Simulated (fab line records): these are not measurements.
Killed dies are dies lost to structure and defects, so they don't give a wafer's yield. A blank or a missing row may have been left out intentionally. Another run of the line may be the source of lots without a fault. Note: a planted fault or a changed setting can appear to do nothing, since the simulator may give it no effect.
fab line records	flow rit-cmos
record lots=7	wafers=21	last-day=8
route steps=202 shown NWELL@38 PWELL@39 WELLDRIVE@50 NRETRO@53 M1@202
lots that met no fault: taken from a fault-free run of the same line
start-h: hours from the record's first day to the start of the lot's first wafer shown	wait-h: hours since the lot's step before	" the same as in the row above	L1.1+2: a row that stands for several wafers	- no value present, or no start provided	* or withheld: withheld	< > ~ a bound
route shown NAME@n: NAME is a module with steps in the file, n the number in the route of the first one	usual: average and standard deviation across the fault-free wafers	same: alike in all rows	chamber/n: place in a boat	sites: per-site readings	_std_site: their standard deviation	_edge_site: mean of outer sites minus mean of inner sites	radius-mm: how far each site lies from the wafer's centre	mask NAME#n: copy n	behind: the most recent tool/chamber to have shaped the wafer	hold: cause of the lot's hold/its duration in hours/its outcome	device: the n, p or np transistor that did not switch	end of line: the same wafers' tests at the end of the route	for a step that has no rows: nothing shown but its recipe	killed: at the first sort, the dies lost to defects and structure; wafer yield is something else	map: a wafer's dies, x killed, . not, _ none there
set.NAME: the setting as run; set.NAME@STEP: as run at that earlier step	model.NAME: the simulator's own value behind a step, which no gauge read
a table for each step, a row for each wafer; lots at some steps of the route
services: a tool's chamber out of use, with start hour (start-h, from the record's first day; less than 0 if before it), hours out, and reason
## steps
# step RIT_NWELL_TW_MEAS_10
# usual NWELL_TW=2126/18
lot.wafer	tool	chamber	start-h	wait-h	NWELL_TW
L616.1	film-metro-04	-	37.56	0.1	2144
L616.2	"	-	"	"	2157
L616.5	"	-	"	"	2143
L618.1	film-metro-04	-	49.69	0.1	2135
L618.4	"	-	"	"	2133
L618.5	"	-	"	"	2136
L628.1	film-metro-01	-	95.74	0.1	2101
L628.4	"	-	"	"	2091
L628.6	"	-	"	"	2092
L629.1	film-metro-01	-	104.06	0.1	2117
L629.4	"	-	"	"	2115
L629.5	"	-	"	"	2130
L633.3	film-metro-04	-	123.65	0.1	2139
L633.5	"	-	"	"	2141
L633.6	"	-	"	"	2137
L635.2	film-metro-04	-	133.29	0.1	2144
L635.3	"	-	"	"	2135
L635.4	"	-	"	"	2149
L636.3	film-metro-04	-	136.67	0.1	2131
L636.4	"	-	"	"	2141
L636.5	"	-	"	"	2136
# step RIT_PWELL_HMDS_00
# recipe prime-time-s=60	prime-temp-c=140
# step RIT_PWELL_COAT_01
# recipe resist=NOVOLAK	spin-rpm=2000	resist-thk-nm=1300
# step RIT_PWELL_SOFTBAKE_02
# recipe resist=NOVOLAK	temp-c=90	time-s=60
# step RIT_PWELL_EXPOSE_03
# recipe mask-id=M3	na=0.57	target-cd-nm=43700	dose-mj=250
# step RIT_PWELL_PEB_04
# recipe resist=NOVOLAK	temp-c=withheld	time-s=withheld
# step RIT_PWELL_DEVELOP_05
# recipe resist=NOVOLAK	develop-time-s=68	dev-temp-c=23
# step RIT_PWELL_OVL_MEAS_06
# usual PWELL_OVL=0.4/1.3
lot.wafer	tool	chamber	start-h	wait-h	PWELL_OVL[nm]
L616.1	overlay-01	-	38.58	-	1.7
L616.2	"	-	"	"	0.1
L616.5	"	-	"	"	1.0
L618.1	overlay-01	-	50.75	-	0.0
L618.4	"	-	"	"	1.0
L618.5	"	-	"	"	0.8
L628.1	overlay-02	-	96.68	-	1.5
L628.4	"	-	"	"	1.9
L628.6	"	-	"	"	2.0
L629.1	overlay-02	-	105.12	-	2.1
L629.4	"	-	"	"	1.6
L629.5	"	-	"	"	0.9
L633.3	overlay-01	-	124.59	-	-0.7
L633.5	"	-	"	"	0.7
L633.6	"	-	"	"	-1.5
L635.2	overlay-01	-	134.30	-	-0.5
L635.3	"	-	"	"	-0.9
L635.4	"	-	"	"	-1.7
L636.3	overlay-02	-	137.60	-	-0.1
L636.4	"	-	"	"	-0.1
L636.5	"	-	"	"	-0.4
# step RIT_PWELL_HARDBAKE_07
# recipe resist=NOVOLAK	temp-c=140	time-s=120
# step RIT_PWELL_IMPLANT_08
# recipe species=B	energy-kev=170	dose-cm2=6.831e+13	tilt-deg=7
# step RIT_PWELL_STRIP_09
# recipe chemistry=O2	time-s=180	resist=NOVOLAK	platen-temp-c=withheld	power-w=500	pressure-mtorr=4000	o2-flow-sccm=4000
# usual drypump-motor-current-A=5.76/0.21	o2-flow-sccm=4000/11
lot.wafer	tool	chamber	start-h	wait-h	drypump-motor-current-A	o2-flow-sccm	rf-hours-counter-h
L616.1	plasma-asher-01	1	39.02	0.1	6.04	4006	39
L616.2	"	0	"	"	5.55	3999	39
L616.5	"	0	"	"	5.54	3992	-
L618.1	plasma-asher-01	1	51.19	0.1	6.06	4014	41
L618.4	"	1	"	"	6.05	3991	-
L618.5	"	1	"	"	6.05	4009	-
L628.1	plasma-asher-01	0	97.11	0.1	5.56	4006	45
L628.4	"	1	"	"	6.08	4009	-
L628.6	"	1	"	"	6.07	4001	-
L629.1	plasma-asher-04	0	105.56	0.1	5.93	3992	47
L629.4	"	1	"	"	5.67	4001	-
L629.5	"	0	"	"	5.91	3995	-
L633.3	plasma-asher-03	0	125.07	0.1	5.55	4006	-
L633.5	"	1	"	"	5.64	3994	-
L633.6	"	0	"	"	5.55	3998	-
L635.2	plasma-asher-01	1	134.73	0.1	6.05	4005	50
L635.3	"	0	"	"	5.55	4014	-
L635.4	"	1	"	"	6.05	3994	-
L636.3	plasma-asher-01	1	138.09	0.1	6.06	4009	-
L636.4	"	0	"	"	5.53	3984	-
L636.5	"	1	"	"	6.05	4024	-
# step RIT_PWELL_TW_MEAS_10
# usual PWELL_TW=937/7.3
lot.wafer	tool	chamber	start-h	wait-h	PWELL_TW
L616.1	film-metro-02	-	39.19	0.1	942
L616.2	"	-	"	"	934
L616.5	"	-	"	"	942
L618.1	film-metro-01	-	51.36	0.1	928
L618.4	"	-	"	"	926
L618.5	"	-	"	"	928
L628.1	film-metro-04	-	97.29	0.1	939
L628.4	"	-	"	"	944
L628.6	"	-	"	"	946
L629.1	film-metro-04	-	105.73	0.1	940
L629.4	"	-	"	"	939
L629.5	"	-	"	"	943
L633.3	film-metro-01	-	125.20	0.1	933
L633.5	"	-	"	"	927
L633.6	"	-	"	"	929
L635.2	film-metro-04	-	134.91	0.1	945
L635.3	"	-	"	"	944
L635.4	"	-	"	"	940
L636.3	film-metro-01	-	138.22	0.1	929
L636.4	"	-	"	"	929
L636.5	"	-	"	"	927
# step RIT_WELLDRIVE_ANNEAL_00
# recipe temp-c=1100	time-s=14700	ambient=N2
# usual spike-tc-centre-C=1102.8/1.2	spike-tc-load-C=1126/3.2	spike-tc-source-C=1126.0/1.4	tube-center-temp-C=1100/0.092	tube_center_temp_C_max=1102.8/0.48	zone-power-load-pct=40.9/1.2
lot.wafer	tool	chamber	start-h	wait-h	spike-tc-centre-C	spike-tc-load-C	spike-tc-source-C	tube-center-temp-C	tube_center_temp_C_max	zone-power-load-pct
L616.1	furnace-03	0	39.25	0.1	1102.3	1132	1127.2	1100	1102.9	40.6
L616.2	"	0	"	"	1103.2	1131	1128.8	1100.1	1102.9	40.3
L616.5	"	0	"	"	1101.0	1131	1128.8	1100.1	1103.1	41.0
L618.1	furnace-01	0	54.07	2.7	1101.3	1125	1124.7	1100	1103.0	41.6
L618.4	"	0	"	"	1102.9	1125	1125.2	1100	1101.9	41.2
L618.5	"	0	"	"	1102.3	1124	1125.2	1100	1102.9	41.3
L628.1	furnace-01	0	99.96	2.7	1042.2	1064	1064.1	1040	1042.7	36.1
L628.4	"	0	"	"	1042.8	1064	1063.9	1039.9	1042.7	36.3
L628.6	"	0	"	"	1042.1	1064	1065.9	1039.9	1042.6	35.9
L629.1	furnace-01	0	107.59	1.8	1043.7	1063	1063.8	1040	1042.8	36.7
L629.4	"	0	"	"	1043.8	1064	1065.0	1039.9	1042.6	36.1
L629.5	"	0	"	"	1042.3	1065	1064.6	1040	1043.6	36.7
L633.3	furnace-01	0	125.36	0.1	1042.6	1064	1065.9	1040.2	1042.3	36.7
L633.5	"	0	"	"	1043.7	1063	1064.7	1040	1042.1	36.7
L633.6	"	0	"	"	1043.2	1062	1063.2	1040.2	1042.3	36.5
L635.2	furnace-04	0	134.96	0.0	1101.5	1124	1125.4	1100.1	1103.3	38.2
L635.3	"	0	"	"	1103.7	1124	1126.1	1099.9	1103.0	38.4
L635.4	"	0	"	"	1102.9	1122	1127.3	1100.2	1102.4	38.4
L636.3	furnace-04	0	141.61	3.4	1101.7	1124	1125.7	1099.9	1102.3	39.2
L636.4	"	0	"	"	1103.9	1124	1126.4	1100	1102.9	39.3
L636.5	"	0	"	"	1103.1	1124	1126.0	1100	1102.3	39.3
# step RIT_WELLDRIVE_RS_MEAS_01
# recipe thk-meas-gauge=four-point-probe
# usual NWELL_RS=275.5/0.86
lot.wafer	tool	chamber	start-h	wait-h	NWELL_RS[ohm/sq]
L616.1	film-metro-01	-	44.34	0.0	277.1
L616.2	"	-	"	"	276.1
L616.5	"	-	"	"	276.2
L618.1	film-metro-04	-	59.15	0.0	275.5
L618.4	"	-	"	"	276.2
L618.5	"	-	"	"	275.4
L628.1	film-metro-01	-	105.06	0.0	349.1
L628.4	"	-	"	"	348.7
L628.6	"	-	"	"	348.9
L629.1	film-metro-02	-	112.67	0.0	345.6
L629.4	"	-	"	"	346.3
L629.5	"	-	"	"	345.9
L633.3	film-metro-02	-	130.48	0.0	346.2
L633.5	"	-	"	"	346.3
L633.6	"	-	"	"	347.4
L635.2	film-metro-04	-	140.06	0.0	275.1
L635.3	"	-	"	"	275.5
L635.4	"	-	"	"	275.5
L636.3	film-metro-01	-	146.73	0.0	276.0
L636.4	"	-	"	"	275.6
L636.5	"	-	"	"	275.4
# step RIT_WELLDRIVE_RS_MEAS_02
# recipe thk-meas-gauge=four-point-probe
# usual PWELL_RS=435.9/1.3
lot.wafer	tool	chamber	start-h	wait-h	PWELL_RS[ohm/sq]
L616.1	film-metro-01	-	44.46	0.1	436.1
L616.2	"	-	"	"	435.9
L616.5	"	-	"	"	436.7
L618.1	film-metro-04	-	59.27	0.1	433.8
L618.4	"	-	"	"	434.9
L618.5	"	-	"	"	434.8
L628.1	film-metro-01	-	105.18	0.1	501.3
L628.4	"	-	"	"	501.7
L628.6	"	-	"	"	501.4
L629.1	film-metro-02	-	112.79	0.1	499.8
L629.4	"	-	"	"	500.2
L629.5	"	-	"	"	499.4
L633.3	film-metro-02	-	130.60	0.1	499.6
L633.5	"	-	"	"	500.9
L633.6	"	-	"	"	500.4
L635.2	film-metro-04	-	140.18	0.1	434.3
L635.3	"	-	"	"	435.8
L635.4	"	-	"	"	434.3
L636.3	film-metro-01	-	146.85	0.1	435.4
L636.4	"	-	"	"	435.3
L636.5	"	-	"	"	435.8
# step RIT_NRETRO_HMDS_00
# recipe prime-time-s=60	prime-temp-c=140
# step RIT_M1_PROBE_99
# usual killed-at-contacts=0.1/0.23	killed-at-front-end=6/3.1	killed-dies=6/3.1	killed-open=3.2/1.9	killed-short=3.2/2.1
# same gross-dies=264	killed_at_M0_to_M3=0	killed_at_M4_up=0	killed-at-back-side=0	killed-at-other=0
lot.wafer	tool	chamber	start-h	wait-h	killed-at-contacts	killed-at-front-end	killed-dies	killed-open	killed-short	model.etest.pmos_0p3.r-on-ohm-um	model.etest.pmos-turned.r-on-ohm-um	model.etest.pmos_0p15.r-on-ohm-um	model.etest.nwell-pinched.rs-ohm-sq	model.etest.pwell.rs-ohm-sq	model.etest.pwell-pinched.rs-ohm-sq	model.etest.pmos-turned.drive-ua-um	model.etest.pmos_0p15.drive-ua-um
L616.1	prober-01	-	80.20	0.1	0	7	7	2	5	6483	3564	2833	341	418.8	466.2	178.3	251.9
L616.2	prober-01	-	80.25	0.1	0	5	5	1	4	6370	3557	2818	342.1	420.4	471	180.3	250.3
L616.5	prober-01	-	80.40	0.2	0	1	1	0	1	6361	3465	2780	341.9	426.7	476.8	184.4	252.9
L618.1	prober-02	-	95.31	0.1	0	6	6	3	3	6472	3527	2874	347.3	417.8	465.3	184.7	246.8
L618.4	prober-02	-	95.46	0.2	0	5	5	3	2	6322	3363	2758	343	412.2	458.2	195.5	256.9
L618.5	prober-02	-	95.51	0.2	0	4	4	1	3	6399	3473	2826	340.6	411.7	466.8	187.3	249.4
L628.1	prober-02	-	159.04	0.3	0	6	6	2	4	7215	4082	3197	502.3	496.1	536.6	142.2	203.7
L628.4	prober-02	-	159.19	0.4	0	3	3	2	1	7227	4126	3182	503.2	490.8	532.3	139	205.4
L628.6	prober-02	-	159.29	0.4	0	6	6	2	4	7150	4119	3180	501.4	491.2	530.2	138.4	204.3
L629.1	prober-01	-	159.34	0.6	0	7	7	4	3	7002	4137	3147	509.6	493.2	540.9	139.3	209.9
L629.4	prober-01	-	159.49	0.7	0	4	4	2	2	6937	4069	3167	513.1	491.2	541.1	141.7	210.8
L629.5	prober-01	-	159.54	0.7	0	8	8	5	3	7004	4028	3098	493.9	492	534.2	143.4	213.8
L633.3	prober-02	-	166.88	0.2	0	7	7	6	1	7052	3911	3025	502.3	508.6	547.7	151.9	217.7
L633.5	prober-02	-	166.98	0.2	0	8	8	6	2	7043	3992	3057	493.9	497.1	540.8	146	218.2
L633.6	prober-02	-	167.03	0.2	1	6	7	3	4	6952	3913	3003	504.1	500	539.8	151	221.3
L635.2	prober-02	-	176.71	0.1	0	5	5	3	2	6063	3232	2638	336.6	427.9	471.2	206.2	268.9
L635.3	prober-02	-	176.76	0.2	0	3	3	2	1	6115	3280	2677	340.2	422.3	470.1	206	268.3
L635.4	prober-02	-	176.81	0.2	0	5	5	3	2	6039	3237	2636	333.9	419.1	465.5	207.5	270.5
L636.3	prober-02	-	188.89	0.2	0	2	2	0	2	6294	3391	2756	338.6	419.6	463.9	192.8	254.5
L636.4	prober-02	-	188.94	0.2	0	13	13	7	5	6311	3442	2760	336.8	415.9	461.7	188.9	254.2
L636.5	prober-02	-	188.99	0.2	0	8	8	5	2	6401	3484	2836	338.9	411.4	457.1	187	247.9
# killed by level:class
L616.1 REOX:geometric-particle:short=2 SPACER:geometric-particle:short=2 FOX1:geometric-particle:short=1 GATE:geometric-particle:open=1 REOX:geometric-particle:open=1
L616.2 SILICIDE:geometric-particle:short=2 FOX2:geometric-particle:short=1 FOX2:geometric-particle:open=1 GATE:geometric-particle:short=1
L616.5 FOX1:geometric-particle:short=1
L618.1 GATE:geometric-particle:short=2 FOX2:geometric-particle:short=1 GATE:geometric-particle:open=1 REOX:geometric-particle:open=1 SILICIDE:geometric-particle:open=1
L618.4 GATE:geometric-particle:short=2 GATE:geometric-particle:open=1 SPACER:geometric-particle:open=1 SILICIDE:geometric-particle:open=1
L618.5 FOX1:geometric-particle:short=1 GATE:geometric-particle:short=1 GATE:geometric-particle:open=1 REOX:geometric-particle:short=1
L628.1 REOX:geometric-particle:short=2 FOX2:geometric-particle:short=1 GATE:geometric-particle:open=1 GATE:geometric-particle:short=1 REOX:geometric-particle:open=1
L628.4 GATE:geometric-particle:open=1 REOX:geometric-particle:open=1 SPACER:geometric-particle:short=1
L628.6 FOX1:geometric-particle:short=2 REOX:geometric-particle:open=2 GATE:geometric-particle:short=1 REOX:geometric-particle:short=1
L629.1 GATE:geometric-particle:short=3 GATE:geometric-particle:open=2 SPACER:geometric-particle:open=1 SILICIDE:geometric-particle:open=1
L629.4 GATE:geometric-particle:short=2 GATE:geometric-particle:open=1 SILICIDE:geometric-particle:open=1
L629.5 SPACER:geometric-particle:open=3 SILICIDE:geometric-particle:short=2 GATE:geometric-particle:short=1 GATE:geometric-particle:open=1 REOX:geometric-particle:open=1
L633.3 REOX:geometric-particle:open=3 FOX1:geometric-particle:open=2 SPACER:geometric-particle:short=1 SILICIDE:geometric-particle:open=1
L633.5 GATE:geometric-particle:open=3 REOX:geometric-particle:open=2 FOX1:geometric-particle:open=1 FOX1:geometric-particle:short=1 SPACER:geometric-particle:short=1
L633.6 FOX1:geometric-particle:short=3 ACTIVE:geometric-particle:open=1 FOX1:geometric-particle:open=1 GATE:geometric-particle:open=1 CONTACT:geometric-particle:short=1
L635.2 FOX2:geometric-particle:open=1 GATE:geometric-particle:short=1 GATE:geometric-particle:open=1 SILICIDE:geometric-particle:short=1 SILICIDE:geometric-particle:open=1
L635.3 REOX:geometric-particle:open=2 SPACER:geometric-particle:short=1
L635.4 GATE:geometric-particle:open=1 REOX:geometric-particle:open=1 REOX:geometric-particle:short=1 SILICIDE:geometric-particle:open=1 SILICIDE:geometric-particle:short=1
L636.3 GATE:geometric-particle:short=2
L636.4 GATE:geometric-particle:open=6 GATE:geometric-particle:short=3 FOX1:geometric-particle:short=2 FOX1:geometric-particle:open=1 PLDD:coat-microbubble-printed=1
L636.5 GATE:geometric-particle:open=3 GATE:geometric-particle:short=2 SILICIDE:geometric-particle:open=2 PLDD:coat-microbubble-printed=1
## services
tool	chamber	start-h	hours	kind
plasma-asher-03	-	44.25	10.6	repair
furnace-04	-	62.55	2.7	pm
furnace-01	-	81.33	1.7	pm
plasma-asher-03	-	108.75	9.0	pm
plasma-asher-03	0	108.75	9.0	vent-cycle
plasma-asher-03	1	108.75	9.0	vent-cycle
plasma-asher-03	0	117.75	-	clean
plasma-asher-03	1	117.75	-	clean
plasma-asher-04	-	125.17	1.5	repair
furnace-01	-	135.78	3.6	pm
furnace-03	-	136.54	44.8	repair
## key
first-sign step=RIT_WELLDRIVE_ANNEAL_00	reading=tube-center-temp-C	direction=down	sigmas=99+	usual=*	struck=*
effect step=RIT_WELLDRIVE_ANNEAL_00	reading=tube_center_temp_C_max	direction=down	sigmas=99+	usual=*	struck=*
effect step=RIT_WELLDRIVE_RS_MEAS_01	reading=NWELL_RS	direction=up	sigmas=83	usual=275.5	struck=347.2
effect step=RIT_WELLDRIVE_RS_MEAS_02	reading=PWELL_RS	direction=up	sigmas=51	usual=435.9	struck=500.5
model-effect step=RIT_M1_PROBE_99	value=etest.pmos_0p3.r-on-ohm-um	without=6380	struck=7065
met-at RIT_WELLDRIVE_ANNEAL_00
struck-wafers L628.1,L628.4,L628.6,L629.1,L629.4,L629.5,L633.3,L633.5,L633.6
tester-left-out L628,L629,L633
fault kind=process-parameter-drift	tool=furnace-01	chamber=-	onset-h=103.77	steps=RIT_WELLDRIVE_ANNEAL_00	channel=temp-c	offset=*	shape=step	end-h=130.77	acts-in=*	stated=*
# tester-left-out: of these lots the tester's yield and bins aren't shown, on N5 and GAA mostly nor the transistor test; their killed dies are dies lost to structure and defects alone, not to doping, threshold or leakage, so they don't give the yield
